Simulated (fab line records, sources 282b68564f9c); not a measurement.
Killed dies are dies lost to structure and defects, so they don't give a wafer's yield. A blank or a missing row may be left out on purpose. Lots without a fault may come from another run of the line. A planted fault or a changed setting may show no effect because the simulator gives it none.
One fault seen from 2 desks | flow rit_cmos | each desk has only its own numbers; what lay behind them comes last

THE METROLOGY DESK
What the gauges read, lot by lot, whatever tool the lot ran on: means of the sampled wafers that have a number. A lot is out of limits, marked OUT, if its mean lies more than 4 standard deviations from the usual mean; the brackets give that distance. Of its 11 readings 7 are shown: those that lie furthest out on some lot.
Columns: A = cd_nm at RIT_ACTIVE_CD_MEAS_11, usual 1400.3 nm; B = cd_nm at RIT_ACTIVE_CD_MEAS_90, usual 1400.3 nm; C = FOX1_OXIDE_THK at RIT_FOX1_THK_MEAS_01, usual 351 nm; D = FOX2_OXIDE_THK at RIT_FOX2_THK_MEAS_01, usual 349 nm; E = FIELD_OXIDE_LEFT_1_THK at RIT_FOX2_THK_MEAS_90, usual 322 nm; F = NWELL_OVL at RIT_NWELL_OVL_MEAS_06, usual 0.5 nm; G = PWELL_OVL at RIT_PWELL_OVL_MEAS_06, usual -0.1 nm
lot  | first seen here | A      | B      | C   | D   | E   | F    | G
L232 | day 1 15:18     | 1400.5 | 1400.7 | 343 | 356 | 329 | -1.1 | -1.1
L233 | day 1 20:17     | 1402.3 | 1402.2 | 354 | 354 | 327 | 0.2  | 0.7
L241 | day 3 12:17     | 1399.3 | 1399.3 | 335 | 363 | 336 | 2.8  | -0.1
L243 | day 3 22:31     | 1404.0 | 1404.1 | 352 | 362 | 334 | -0.8 | -2.6
L250 | day 5 11:05     | 1394.5 | 1394.4 | 350 | 359 | 332 | 0.8  | 1.0
L252 | day 5 18:35     | 1400.5 | 1400.4 | 360 | 356 | 329 | 0.2  | -0.8
This desk's finding: nothing out of limits on any of the 6 lots.

THE TOOL OWNER'S DESK: furnace-04
The tool's own readings at RIT_FOX2_OXIDATION_00 (target thk 350.7 nm, ox time 1130 s): means of the sampled wafers that have a number, for each lot that ran on this tool. A lot is out of limits, marked OUT, if its mean lies more than 4 standard deviations from the usual mean; the brackets give that distance.
Columns: A = tube_center_temp_C at RIT_FOX2_OXIDATION_00, usual 1100 C
lot  | first seen here | A
L232 | day 1 18:02     | 1100
L241 | day 3 14:46     | 1100
L243 | day 4 01:47     | 1100
This desk's finding: nothing out of limits on any of the 3 lots.

PUT TOGETHER
The metrology desk saw nothing out of limits.
The tool owner's desk saw nothing out of limits.

WHAT THE SIMULATOR HAD PUT IN
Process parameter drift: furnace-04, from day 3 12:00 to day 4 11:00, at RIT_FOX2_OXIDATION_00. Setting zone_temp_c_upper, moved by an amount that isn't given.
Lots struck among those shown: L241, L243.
